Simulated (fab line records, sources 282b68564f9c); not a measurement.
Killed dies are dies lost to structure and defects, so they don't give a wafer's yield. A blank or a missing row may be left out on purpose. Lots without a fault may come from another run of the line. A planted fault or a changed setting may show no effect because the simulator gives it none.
A struck lot beside a sound one | flow rit_cmos | 14 steps out of a route of 202
Sound: wafers L749.2, L749.4, L749.5. Struck: wafers L740.2, L740.3, L740.5. The cause comes at the end.
At each step with rows: each side's tool, then ch and its chambers, then its first start. Under that, the readings that differ: sound wafers | struck wafers | difference of the means | sigmas: that difference in standard deviations of wafers without a fault.
alike: readings whose means differ by less than 2 such deviations, and words and numbers that are the same on both sides. not compared: withheld readings, readings that some wafer has no value for, bounds like >300 that may hide the same value, and numbers for which the record gives no deviation and whose values overlap.
The two part at a step that has a row with sigmas, a row that says differs or no value, or rows on one side only. Numbers that don't overlap but have no deviation are shown without sigmas and don't part them. A reading that every wafer of one side lacks parts them only if that side has two wafers or more.

RIT_SILICIDE_SPUTTER_01: material Ti, target thk 30 nm, time 240 s.
  sound on pvd_sputter-02, day 7 17:41; struck on pvd_sputter-04, day 6 18:34
  alike: throttle_valve_pct
RIT_SILICIDE_RS_MEAS_02: measures by four-point-probe.
  sound on film_metro-04, day 7 17:51; struck on film_metro-03, day 6 18:45
  alike: SILICIDE_TI_RS
RIT_SILICIDE_THK_MEAS_03: measures by xrf.
  sound on film_metro-04, day 7 17:58; struck on film_metro-03, day 6 18:52
  alike: SILICIDE_TI_THK
RIT_SILICIDE_RTA_04: time 10 s, ramp up 5 s, ramp down 5 s.
  sound on rtp_anneal-01 ch 0, day 7 18:01; struck on rtp_anneal-01 ch 0, day 6 18:55
  alike: anneal_temp_c_max, wafer_temp_C_max
then, 1 step without rows for these wafers: RIT_SILICIDE_WET_ETCH_05 (etches Ti in SPM, time 120 s).
RIT_SILICIDE_RTA_06: time 10 s, ramp up 5 s, ramp down 10 s.
  sound on rtp_anneal-02 ch 0, day 7 18:08; struck on rtp_anneal-02 ch 0, day 6 19:02
  alike: anneal_temp_c_max, wafer_temp_C_max
RIT_CONTACT_CVD_00: deposits SiO2 from TEOS, target thk 400 nm, time 61 s.
  sound on pecvd-01 ch 0,2, day 7 18:11; struck on pecvd-04 ch 2, day 6 19:05
  alike: heater_power_w
RIT_CONTACT_THK_MEAS_01:
  sound on film_metro-01, day 7 18:15; struck on film_metro-02, day 6 19:10
  alike: CONTACT_TEOS_THK
then, 4 steps without rows for these wafers: RIT_CONTACT_HMDS_02 (prime time 60 s); RIT_CONTACT_COAT_03 (resist thk 1000 nm); RIT_CONTACT_SOFTBAKE_04 (time 60 s); RIT_CONTACT_EXPOSE_05 (exposes mask M11, target cd 1000 nm).
RIT_CONTACT_PEB_06:
  sound on litho_track-03 ch 0, day 7 18:53; struck on litho_track-04, day 6 20:02
  reading         | sound          | struck | difference                    | sigmas
  exhaust_pa (Pa) | 44.6 44.8 43.7 | - - -  | no value on the struck wafers |
  not compared: chill_plate_temp_C
then, 1 step without rows for these wafers: RIT_CONTACT_DEVELOP_07 (develop time 120 s).

WHERE THEY PART
Only at RIT_CONTACT_PEB_06, within this record.

WHY: what the simulator had put in
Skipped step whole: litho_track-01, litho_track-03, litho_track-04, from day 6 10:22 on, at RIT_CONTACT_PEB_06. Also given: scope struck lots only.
